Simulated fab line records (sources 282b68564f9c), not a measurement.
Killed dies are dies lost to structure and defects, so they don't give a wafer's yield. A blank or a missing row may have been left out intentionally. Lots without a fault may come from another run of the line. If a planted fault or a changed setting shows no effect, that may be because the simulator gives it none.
Which tool did it? + flow rit_cmos + 14 lots with 42 wafers sampled at 2 steps, on a route of 202 steps

== WHAT THE GAUGES READ, wafer by wafer ==
No reading from a measuring or inspecting step in the record can be judged against a usual standard deviation.

== TOOL THAT RAN EACH LOT (tool first, then ch and the chambers of the sampled wafers, then the start) ==
| lot  | RIT_ACTIVE_CLEAN_15            | RIT_M1_PROBE_99        |
|------|--------------------------------|------------------------|
| L331 | wet_bench-01 ch 0, day 1 15:51 | prober-02, day 3 09:01 |
| L332 | wet_bench-02 ch 2, day 1 20:17 | prober-01, day 3 14:38 |
| L333 | wet_bench-03 ch 2, day 2 02:10 | prober-02, day 4 01:31 |
| L334 | wet_bench-03 ch 2, day 2 06:29 | prober-01, day 4 01:25 |
| L335 | wet_bench-02 ch 0, day 2 11:16 | prober-01, day 4 05:07 |
| L336 | wet_bench-02 ch 2, day 2 16:16 | prober-02, day 4 14:44 |
| L337 | wet_bench-03 ch 1, day 2 22:44 | prober-01, day 4 16:18 |
| L339 | wet_bench-02 ch 2, day 3 07:09 | prober-01, day 5 04:22 |
| L340 | wet_bench-03 ch 2, day 3 12:19 | prober-02, day 5 10:37 |
| L341 | wet_bench-02 ch 3, day 3 17:08 | prober-01, day 5 13:59 |
| L343 | wet_bench-03 ch 0, day 4 03:40 | prober-01, day 5 22:40 |
| L349 | wet_bench-03 ch 3, day 5 11:26 | prober-01, day 7 06:02 |
| L350 | wet_bench-03 ch 2, day 5 15:32 | prober-02, day 7 11:38 |
| L353 | wet_bench-03 ch 1, day 6 06:08 | prober-01, day 7 23:10 |
- RIT_ACTIVE_CLEAN_15: cleans in SC1, time 600 s.
- RIT_M1_PROBE_99

== WHAT THE TOOLS THEMSELVES READ (means of the sampled wafers that have a number; where no wafer has one, the mark that the record gives instead) ==
RIT_ACTIVE_CLEAN_15.
| lot  | tool         | run_length_s (s) |
|------|--------------|------------------|
| L331 | wet_bench-01 | 628              |
| L332 | wet_bench-02 | 634              |
| L333 | wet_bench-03 | 626              |
| L334 | wet_bench-03 | 633              |
| L335 | wet_bench-02 | 627              |
| L336 | wet_bench-02 | 626              |
| L337 | wet_bench-03 | 624              |
| L339 | wet_bench-02 | 626              |
| L340 | wet_bench-03 | 625              |
| L341 | wet_bench-02 | 625              |
| L343 | wet_bench-03 | 628              |
| L349 | wet_bench-03 | 625              |
| L350 | wet_bench-03 | 689              |
| L353 | wet_bench-03 | 679              |

RIT_M1_PROBE_99.
| lot  | tool      | killed_at_M0_to_M3 | killed_at_contacts | killed_at_front_end | killed_dies | killed_on_rim | killed_open | killed_short |
|------|-----------|--------------------|--------------------|---------------------|-------------|---------------|-------------|--------------|
| L331 | prober-02 | 0.0                | 0.0                | 5                   | 5           | 1.0           | 3.3         | 2.0          |
| L332 | prober-01 | 0.0                | 0.0                | 13                  | 13          | 3.3           | 8.0         | 5.3          |
| L333 | prober-02 | 0.0                | 0.0                | 8                   | 8           | 2.7           | 3.0         | 5.0          |
| L334 | prober-01 | 0.3                | 0.0                | 7                   | 7           | 2.3           | 3.7         | 3.3          |
| L335 | prober-01 | 0.0                | 0.0                | 6                   | 6           | 1.7           | 2.3         | 3.3          |
| L336 | prober-02 | 0.0                | 0.0                | 8                   | 8           | 2.0           | 3.3         | 5.0          |
| L337 | prober-01 | 0.0                | 0.0                | 7                   | 7           | 2.0           | 5.3         | 2.0          |
| L339 | prober-01 | 0.0                | 0.0                | 6                   | 6           | 1.7           | 3.0         | 3.3          |
| L340 | prober-02 | 0.0                | 0.3                | 11                  | 11          | 1.7           | 5.7         | 5.7          |
| L341 | prober-01 | 0.0                | 0.0                | 9                   | 9           | 2.3           | 4.7         | 4.0          |
| L343 | prober-01 | 0.0                | 0.0                | 10                  | 10          | 3.0           | 3.3         | 5.0          |
| L349 | prober-01 | 0.0                | 0.0                | 5                   | 5           | 1.3           | 2.7         | 2.7          |
| L350 | prober-02 | 0.0                | 0.0                | 5                   | 5           | 1.3           | 1.3         | 3.3          |
| L353 | prober-01 | 0.0                | 0.3                | 4                   | 4           | 1.0           | 1.3         | 3.0          |

== THE ANSWER, worked out from the rows above alone ==
Rule: the lots themselves supply what counts as usual. The widest of any qualifying gaps counts: lots, ordered by their means at a reading, are off when they make up no more than a third of the lots, leave a main group of 4 or more, and stand apart from it by 3 or more times the standard deviation of that group's means. If all means in a main group match to the digits the tables above print for the reading, that group is not used. A lot without any number at a reading at which 4 lots or more have one is off too. All remaining lots with rows at the step are treated as sound. After the gauges, taken in route order, come the tools' own readings; for these a lot's mean is taken, as printed above. At the first step where some lot is off, the reading lying furthest off is the one used; lots without a number count as furthest.
Off at RIT_ACTIVE_CLEAN_15 (run_length_s): L350, L353. Main group: mean 627 s, sd 3.
If a tool, at that step or one of the process steps before it, ran each lot that is off and ran no sound lot following the first of them, it fits. One candidate fits, namely wet_bench-03 at RIT_ACTIVE_CLEAN_15. A fault onset in the window from L349 (day 5 11:26, its last sound lot) to L350 (day 5 15:32, its first lot off) fits.
On the lots that are off, the tool's own readings at RIT_ACTIVE_CLEAN_15 differ by more than 5 times the standard deviation of the sound lots' means, which bears it out; run_length_s reads 684 s there versus 627 s on the sound lots.

== WHAT THE SIMULATOR HAD INSERTED ==
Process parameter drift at RIT_ACTIVE_CLEAN_15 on wet_bench-03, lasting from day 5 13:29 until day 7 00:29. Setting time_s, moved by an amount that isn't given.
Struck lots among those shown: L350, L353. Same finding as the rule above.
